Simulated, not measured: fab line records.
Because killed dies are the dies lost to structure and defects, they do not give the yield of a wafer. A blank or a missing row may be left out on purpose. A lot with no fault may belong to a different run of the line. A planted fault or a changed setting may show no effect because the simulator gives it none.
Check of tool commonality | flow rit_cmos | Sample size 15 lots and 45 wafers

== WHY IT WAS OPENED ==
At RIT_SPACER_THK_MEAS_04 the reading SPACER_NITRIDE_THK is flagged on 3 of 15 lots. Wafers without a fault read 249.2 nm, standard deviation 2.2.
Rule: flag the lot when none of its wafers has a number, or when each of its wafers that has one lies beyond 4 standard deviations from that mean. All remaining lots are regarded as sound.

lot  | measured    | on            | SPACER_NITRIDE_THK (nm), wafer by wafer | flag
L309 | day 2 22:47 | film_metro-01 | 248.2 250.0 249.0                       |
L310 | day 3 03:50 | film_metro-04 | 248.2 246.6 245.6                       |
L311 | day 3 09:11 | film_metro-04 | 247.8 246.3 245.5                       |
L313 | day 3 18:50 | film_metro-01 | 250.7 248.1 249.7                       |
L314 | day 4 02:07 | film_metro-04 | 217.1 214.1 215.5                       | FLAGGED
L315 | day 4 04:01 | film_metro-02 | 216.1 218.5 217.7                       | FLAGGED
L316 | day 4 09:19 | film_metro-01 | 213.6 214.4 217.4                       | FLAGGED
L325 | day 6 07:11 | film_metro-04 | 251.4 249.7 251.0                       |
L326 | day 6 12:53 | film_metro-02 | 249.2 252.7 250.9                       |
L327 | day 6 21:38 | film_metro-02 | 252.2 252.1 250.7                       |
L328 | day 6 23:14 | film_metro-02 | 249.7 248.3 249.5                       |
L329 | day 7 02:01 | film_metro-01 | 249.8 250.3 252.4                       |
L330 | day 7 07:21 | film_metro-01 | 250.2 247.6 246.7                       |
L331 | day 7 11:44 | film_metro-02 | 253.5 253.9 251.9                       |
L332 | day 7 17:40 | film_metro-02 | 251.4 251.2 250.8                       |
The numbers of the flagged lots are 216.0 nm on average: -33.2 nm against the usual, or -15 standard deviations.

== WHICH TOOL EACH LOT WENT THROUGH ==
The record keeps 1 process step preceding the reading, out of 202 steps on the route. Each cell gives the tool, then ch followed by the chambers the sampled wafers passed through, then the start.
lot  | flag    | RIT_SPACER_CVD_03
L309 |         | lpcvd-02 ch 0, day 2 20:52
L310 |         | lpcvd-02 ch 1, day 3 01:55
L311 |         | lpcvd-01 ch 1, day 3 07:17
L313 |         | lpcvd-01 ch 1, day 3 16:54
L314 | FLAGGED | lpcvd-01 ch 0, day 4 00:11
L315 | FLAGGED | lpcvd-01 ch 0, day 4 02:06
L316 | FLAGGED | lpcvd-01 ch 0, day 4 07:23
L325 |         | lpcvd-02 ch 1, day 6 05:16
L326 |         | lpcvd-02 ch 1, day 6 10:58
L327 |         | lpcvd-01 ch 1, day 6 19:43
L328 |         | lpcvd-02 ch 1, day 6 21:18
L329 |         | lpcvd-02 ch 0, day 7 00:04
L330 |         | lpcvd-02 ch 1, day 7 05:26
L331 |         | lpcvd-02 ch 0, day 7 09:49
L332 |         | lpcvd-02 ch 0, day 7 15:44
What is done by these steps:
- RIT_SPACER_CVD_03: deposits Si3N4 from SiH2Cl2/NH3, target thk 250 nm, time 3300 s.
- RIT_SPACER_THK_MEAS_04

== FLAGGED OVER TOTAL, TOOL BY TOOL (the gauges that took the reading come last) ==
step                   | tool          | lots run | flagged | share of the flagged lots | sound lots run after its first flagged lot
RIT_SPACER_CVD_03      | lpcvd-01      | 6        | 3       | all                       | 1 (L327)
RIT_SPACER_CVD_03      | lpcvd-02      | 9        | 0       | none                      | -
RIT_SPACER_THK_MEAS_04 | film_metro-01 | 5        | 1       | some                      | 2 (L329,L330)
RIT_SPACER_THK_MEAS_04 | film_metro-02 | 6        | 1       | some                      | 5 (L326,L327,L328,L331,L332)
RIT_SPACER_THK_MEAS_04 | film_metro-04 | 4        | 1       | some                      | 1 (L325)

== WHAT THE TABLE ALLOWS ==
All flagged lots share 1 row of the table, namely lpcvd-01 at RIT_SPACER_CVD_03.
- lpcvd-01 at RIT_SPACER_CVD_03: 3 of its 6 lots flagged. Sound lots ran on it after the first flagged one (L327), which a lasting fault on the whole tool wouldn't allow.
There is no row in the table that ran each flagged lot and no sound lot after the first.

== WHAT THE SIMULATOR HAD PUT IN ==
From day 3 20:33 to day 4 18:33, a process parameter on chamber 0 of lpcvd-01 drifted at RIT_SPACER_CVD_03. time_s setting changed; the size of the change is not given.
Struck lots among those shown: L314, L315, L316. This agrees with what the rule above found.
